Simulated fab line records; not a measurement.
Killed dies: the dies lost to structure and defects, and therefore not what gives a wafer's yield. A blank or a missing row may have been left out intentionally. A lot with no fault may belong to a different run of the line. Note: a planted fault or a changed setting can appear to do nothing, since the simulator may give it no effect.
Comparing a struck lot with a sound one || flow rit cmos || 43 steps out of a route of 202
Sound: these wafers, L482.1, L482.4, L482.5. Wafers L485.1, L485.2, L485.6 were the ones struck. At the end, the cause is stated.
At each step with rows: each side's tool, then ch and its chambers, then its first start. Under that, the readings that differ: sound wafers || struck wafers || difference of the means || sigmas: that difference in standard deviations of wafers without a fault.
alike: a reading whose means differ by less than 2 such deviations, as well as words and numbers matching on both sides. not compared: withheld readings; readings where some wafer has no value; bounds like >300 that might hide an equal value; numbers whose values overlap and for which the record gives no deviation.
The two part at a step that has a row with sigmas, a row that says differs or no value, or rows on one side only. Numbers that don't overlap but have no deviation are shown without sigmas and don't part them. A reading missing from all wafers of one side parts the sides only when that side holds two or more wafers.

first, 1 step without rows for these wafers: RIT_ACTIVE_DEVELOP_10 (develop time 50 s).
RIT_ACTIVE_CD_MEAS_11: target cd 1400 nm.
  sound on cd sem-01, day 2 03:58; struck on cd sem-01, day 2 15:40
  alike: cd nm
then, 1 step without rows for these wafers: RIT_ACTIVE_HARDBAKE_12 (time 60 s).
RIT_ACTIVE_ETCH_13: etches Si3N4 in SF6, stops on SiO2, time 210 s, target depth 210 nm.
  sound on rie diel-04 ch 1,3, day 2 04:14; struck on rie diel-01 ch 1,3, day 2 15:59
  alike: drypump motor current A, oes product au, throttle valve pct
  not compared: rf hours counter h
RIT_ACTIVE_STRIP_14: strips in O2, time 180 s.
  sound on plasma asher-04 ch 0,1, day 2 04:22; struck on plasma asher-01 ch 0,1, day 2 16:07
  alike: drypump motor current A
  not compared: rf hours counter h
RIT_ACTIVE_CD_MEAS_90: target cd 1400 nm.
  sound on cd sem-02, day 2 04:33; struck on cd sem-01, day 2 16:18
  alike: cd nm
then, 4 steps without rows for these wafers: RIT_ACTIVE_CLEAN_15 (cleans in SC1, time 600 s); RIT_ACTIVE_CLEAN_16 (cleans in dHF, time 30 s); RIT_ACTIVE_CLEAN_17 (cleans in SC2, time 600 s); RIT_FOX1_OXIDATION_00 (target thk 350.7 nm, ox time 1130 s).
RIT_FOX1_THK_MEAS_01:
  sound on film metro-03, day 2 08:28; struck on film metro-03, day 2 21:14
  alike: FOX1_OXIDE_THK
then, 1 step without rows for these wafers: RIT_FOX1_WET_ETCH_02 (etches SiO2 in BOE, target depth 350 nm, time 390 s).
RIT_FOX2_OXIDATION_00: target thk 350.7 nm, ox time 1130 s.
  sound on furnace-01 ch 0, day 2 09:19; struck on furnace-04 ch 0, day 2 21:43
  alike: spike tc centre C, tube_center_temp_C_max, zone power centre pct
RIT_FOX2_THK_MEAS_01:
  sound on film metro-03, day 2 10:38; struck on film metro-04, day 2 23:02
  alike: FOX2_OXIDE_THK
then, 2 steps without rows for these wafers: RIT_FOX2_CLEAN_02 (cleans in dHF, time 180 s); RIT_FOX2_WET_ETCH_03 (etches Si3N4 in H3PO4, target depth 195 nm, time 2652 s).
RIT_FOX2_THK_MEAS_90:
  sound on film metro-03, day 2 11:31; struck on film metro-03, day 2 23:55
  alike: FIELD_OXIDE_LEFT_1_THK
then, 6 steps without rows for these wafers: RIT_NWELL_HMDS_00 (prime time 60 s); RIT_NWELL_COAT_01 (resist thk 1300 nm); RIT_NWELL_SOFTBAKE_02 (time 60 s); RIT_NWELL_EXPOSE_03 (exposes mask M2, target cd 43900 nm); RIT_NWELL_PEB_04; RIT_NWELL_DEVELOP_05 (develop time 68 s).
RIT_NWELL_OVL_MEAS_06:
  sound on overlay-01, day 2 12:39; struck on overlay-02, day 3 01:13
  alike: NWELL_OVL
then, 2 steps without rows for these wafers: RIT_NWELL_HARDBAKE_07 (time 120 s); RIT_NWELL_IMPLANT_08.
RIT_NWELL_STRIP_09: strips in O2, time 180 s.
  sound on plasma asher-02 ch 0,1, day 2 13:05; struck on plasma asher-03 ch 0,1, day 3 01:46
  alike: drypump motor current A
  not compared: rf hours counter h
RIT_NWELL_TW_MEAS_10:
  sound on film metro-04, day 2 13:16; struck on film metro-03, day 3 01:56
  alike: NWELL_TW
then, 6 steps without rows for these wafers: RIT_PWELL_HMDS_00 (prime time 60 s); RIT_PWELL_COAT_01 (resist thk 1300 nm); RIT_PWELL_SOFTBAKE_02 (time 60 s); RIT_PWELL_EXPOSE_03 (exposes mask M3, target cd 43700 nm); RIT_PWELL_PEB_04; RIT_PWELL_DEVELOP_05 (develop time 70.14 s).
RIT_PWELL_OVL_MEAS_06:
  sound on overlay-02, day 2 14:19; struck on overlay-01, day 3 03:00
  alike: PWELL_OVL
then, 2 steps without rows for these wafers: RIT_PWELL_HARDBAKE_07 (time 120 s); RIT_PWELL_IMPLANT_08.
RIT_PWELL_STRIP_09: strips in O2, time 180 s.
  sound on plasma asher-04 ch 0, day 2 14:49; struck on plasma asher-04 ch 0,1, day 3 03:26
  alike: drypump motor current A
  not compared: rf hours counter h
RIT_PWELL_TW_MEAS_10:
  sound on film metro-04, day 2 15:00; struck on film metro-03, day 3 03:37
  alike: PWELL_TW
then, 1 step without rows for these wafers: RIT_WELLDRIVE_ANNEAL_00 (time 14700 s).
RIT_WELLDRIVE_RS_MEAS_01: a four-point-probe measurement.
  sound on film metro-03, day 2 20:38; struck on film metro-03, day 3 10:10
  alike: NWELL_RS
RIT_WELLDRIVE_RS_MEAS_02: a four-point-probe measurement.
  sound on film metro-03, day 2 20:46; struck on film metro-03, day 3 10:17
{"reading": "PWELL_RS (ohm/sq)", "sound": "433.1 430.7 433.5", "struck": "427.4 429.0 427.6", "difference": -4.4, "sigmas": -4}
RIT_M1_PROBE_99:
  the record has rows for the struck wafers here (prober-01, day 4 18:01) and none for the sound ones

## WHERE THEY PART
Earliest at RIT_WELLDRIVE_RS_MEAS_02; latest, in this record, at RIT_M1_PROBE_99.

WHY: whatever the simulator had introduced
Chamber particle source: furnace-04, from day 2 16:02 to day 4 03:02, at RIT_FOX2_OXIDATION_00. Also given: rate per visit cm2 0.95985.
